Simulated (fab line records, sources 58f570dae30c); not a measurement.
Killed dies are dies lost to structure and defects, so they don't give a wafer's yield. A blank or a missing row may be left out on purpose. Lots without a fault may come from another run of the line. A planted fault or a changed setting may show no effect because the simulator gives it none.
Which tool did it? | flow berkeley_cmos170 | 13 lots, 39 wafers sampled, at 4 steps of a route of 331

WHAT THE GAUGES READ, wafer by wafer
UCB170_M2_CD_MEAS_15: target cd 700 nm. Usual: cd_nm 699.7 nm, standard deviation 1.4.
lot  | measured     | on        | cd_nm (nm)        | flag
L504 | day 8 22:03  | cd_sem-01 | 697.8 698.7 699.1 |
L505 | day 9 05:31  | cd_sem-02 | 700.2 700.1 697.8 |
L506 | day 9 05:53  | cd_sem-01 | 699.1 698.5 699.4 |
L507 | day 9 16:35  | cd_sem-01 | 699.4 700.3 699.1 |
L509 | day 9 16:28  | cd_sem-02 | 699.0 701.2 701.8 |
L512 | day 10 19:49 | cd_sem-02 | 696.0 697.2 696.8 |
L514 | day 11 07:34 | cd_sem-01 | 701.8 700.3 700.7 |
L515 | day 11 10:12 | cd_sem-01 | 700.1 699.1 699.1 |
L513 | day 11 10:17 | cd_sem-02 | 701.1 701.8 700.8 |
L519 | day 11 23:17 | cd_sem-02 | 698.7 700.1 698.6 |
L521 | day 12 15:51 | cd_sem-01 | 698.9 700.2 699.4 |
L525 | day 13 06:40 | cd_sem-02 | 697.5 697.9 697.4 |
L526 | day 13 06:45 | cd_sem-01 | 700.4 700.4 700.2 |

UCB170_M3_CD_MEAS_15: target cd 700 nm. Usual: cd_nm 699.4 nm, standard deviation 1.4.
lot  | measured     | on        | cd_nm (nm)        | flag
L504 | day 9 03:53  | cd_sem-01 | 699.0 700.2 699.1 |
L505 | day 9 10:29  | cd_sem-01 | 696.6 698.8 697.3 |
L506 | day 9 10:55  | cd_sem-02 | 697.3 698.8 698.4 |
L507 | day 9 22:40  | cd_sem-01 | 698.0 698.2 698.3 |
L509 | day 9 22:01  | cd_sem-01 | 701.3 702.5 702.5 |
L512 | day 11 01:37 | cd_sem-02 | 697.8 699.4 698.3 |
L514 | day 11 15:01 | cd_sem-01 | 702.0 700.8 701.1 |
L515 | day 11 17:05 | cd_sem-02 | 699.9 699.8 701.5 |
L513 | day 11 17:42 | cd_sem-02 | 698.3 699.4 699.7 |
L519 | day 12 07:00 | cd_sem-01 | 702.3 699.9 699.9 |
L521 | day 12 23:02 | cd_sem-01 | 699.3 700.7 699.3 |
L525 | day 13 12:13 | cd_sem-02 | 696.5 697.7 698.3 |
L526 | day 13 12:00 | cd_sem-01 | 699.3 699.4 699.4 |

WHICH TOOL RAN EACH LOT (tool, then ch and the chambers of the sampled wafers, then the start)
lot  | UCB170_SPACER_ETCHBACK_03          | UCB170_M2_STRIP_07
L504 | rie_diel-04 ch 0,1, day 8 00:40    | plasma_asher-01 ch 0,1, day 8 20:10
L505 | rie_diel-02 ch 0,2, day 8 06:22    | plasma_asher-01 ch 0,1, day 9 04:14
L506 | rie_diel-04 ch 0,1,3, day 8 06:22  | plasma_asher-03 ch 0, day 9 04:35
L507 | rie_diel-02 ch 2,3, day 8 16:33    | plasma_asher-01 ch 0,1, day 9 15:05
L509 | rie_diel-02 ch 0,2, day 8 16:37    | plasma_asher-01 ch 0,1, day 9 14:51
L512 | rie_diel-01 ch 1,2, day 9 19:52    | plasma_asher-01 ch 0,1, day 10 18:28
L514 | rie_diel-02 ch 0,1, day 10 09:23   | plasma_asher-03 ch 0,1, day 11 04:51
L515 | rie_diel-04 ch 0,1,3, day 10 09:23 | plasma_asher-01 ch 0,1, day 11 07:55
L513 | rie_diel-02 ch 0,1, day 10 09:28   | plasma_asher-02 ch 0,1, day 11 08:19
L519 | rie_diel-04 ch 1,2,3, day 10 23:06 | plasma_asher-01 ch 0,1, day 11 20:49
L521 | rie_diel-02 ch 0,1,2, day 11 15:28 | plasma_asher-01 ch 0,1, day 12 14:07
L525 | rie_diel-02 ch 0,1,2, day 12 06:45 | plasma_asher-03 ch 0,1, day 13 04:37
L526 | rie_diel-01 ch 0,1,3, day 12 06:45 | plasma_asher-02 ch 0,1, day 13 04:38
- UCB170_SPACER_ETCHBACK_03: etches SiO2 in CHF3/CF4/Ar, stops on Si, target depth 376 nm, time 100 s.
- UCB170_M2_STRIP_07: strips in O2.

WHAT THE TOOLS THEMSELVES READ (means of the sampled wafers that have a number; where no wafer has one, the mark that the record gives instead)
UCB170_SPACER_ETCHBACK_03. Usual: drypump_motor_current_A 5.5 A, standard deviation 0.44; oes_product_au 0.900 a.u., standard deviation 0.019; throttle_valve_pct 6.47 %, standard deviation 0.072.
lot  | tool        | drypump_motor_current_A (A) | oes_product_au (a.u.) | throttle_valve_pct (%) | flag
L504 | rie_diel-04 | 5.4                         | 0.920                 | 6.39                   |
L505 | rie_diel-02 | 5.5                         | 0.895                 | 6.47                   |
L506 | rie_diel-04 | 5.3                         | 0.903                 | 6.42                   |
L507 | rie_diel-02 | 5.5                         | 0.906                 | 6.55                   |
L509 | rie_diel-02 | 5.7                         | 0.876                 | 6.39                   |
L512 | rie_diel-01 | 5.6                         | 0.914                 | 6.48                   |
L514 | rie_diel-02 | 5.8                         | 0.912                 | 6.44                   |
L515 | rie_diel-04 | 5.3                         | 0.902                 | 6.41                   |
L513 | rie_diel-02 | 5.8                         | 0.892                 | 6.39                   |
L519 | rie_diel-04 | 5.7                         | 0.899                 | 6.42                   |
L521 | rie_diel-02 | 5.6                         | 0.901                 | 6.45                   |
L525 | rie_diel-02 | 5.6                         | 0.893                 | 6.44                   |
L526 | rie_diel-01 | 5.4                         | 0.891                 | 6.50                   |

UCB170_M2_STRIP_07. Usual: drypump_motor_current_A 5.8 A, standard deviation 0.36; oes_product_au 0.734 a.u., standard deviation 0.0045; strip_time_to_endpoint_s 21.97 s, standard deviation 0.05.
lot  | tool            | drypump_motor_current_A (A) | oes_product_au (a.u.) | strip_time_to_endpoint_s (s) | flag
L504 | plasma_asher-01 | 5.9                         | 0.736                 | 21.97                        |
L505 | plasma_asher-01 | 5.7                         | 0.733                 | 21.91                        |
L506 | plasma_asher-03 | 5.7                         | 0.733                 | 21.99                        |
L507 | plasma_asher-01 | 5.7                         | 0.736                 | 21.98                        |
L509 | plasma_asher-01 | 5.9                         | 0.736                 | 21.95                        |
L512 | plasma_asher-01 | 5.9                         | 0.737                 | 22.02                        |
L514 | plasma_asher-03 | 5.8                         | 0.733                 | 21.94                        |
L515 | plasma_asher-01 | 5.9                         | 0.737                 | 21.94                        |
L513 | plasma_asher-02 | 5.8                         | 0.733                 | 21.97                        |
L519 | plasma_asher-01 | 5.9                         | 0.738                 | 22.01                        |
L521 | plasma_asher-01 | 5.9                         | 0.736                 | 21.95                        |
L525 | plasma_asher-03 | 5.7                         | 0.736                 | 21.96                        |
L526 | plasma_asher-02 | 6.1                         | 0.735                 | 22.00                        |

THE ANSWER, worked out from the rows above alone
Rule: a lot is off if the mean of its wafers that have a number lies more than 3 standard deviations from the usual mean. A lot without any number at a reading at which 4 lots or more have one is off too. The other lots that the step has rows for count as sound. The gauges are gone through in route order, then the tools' own readings, and for those a lot's mean is taken as printed above. The first step at which some lot is off is used, and at that step the reading that is off furthest; a lot without a number counts as furthest.
No lot is off at any reading shown: from this, nothing can be told.

WHAT THE SIMULATOR HAD PUT IN
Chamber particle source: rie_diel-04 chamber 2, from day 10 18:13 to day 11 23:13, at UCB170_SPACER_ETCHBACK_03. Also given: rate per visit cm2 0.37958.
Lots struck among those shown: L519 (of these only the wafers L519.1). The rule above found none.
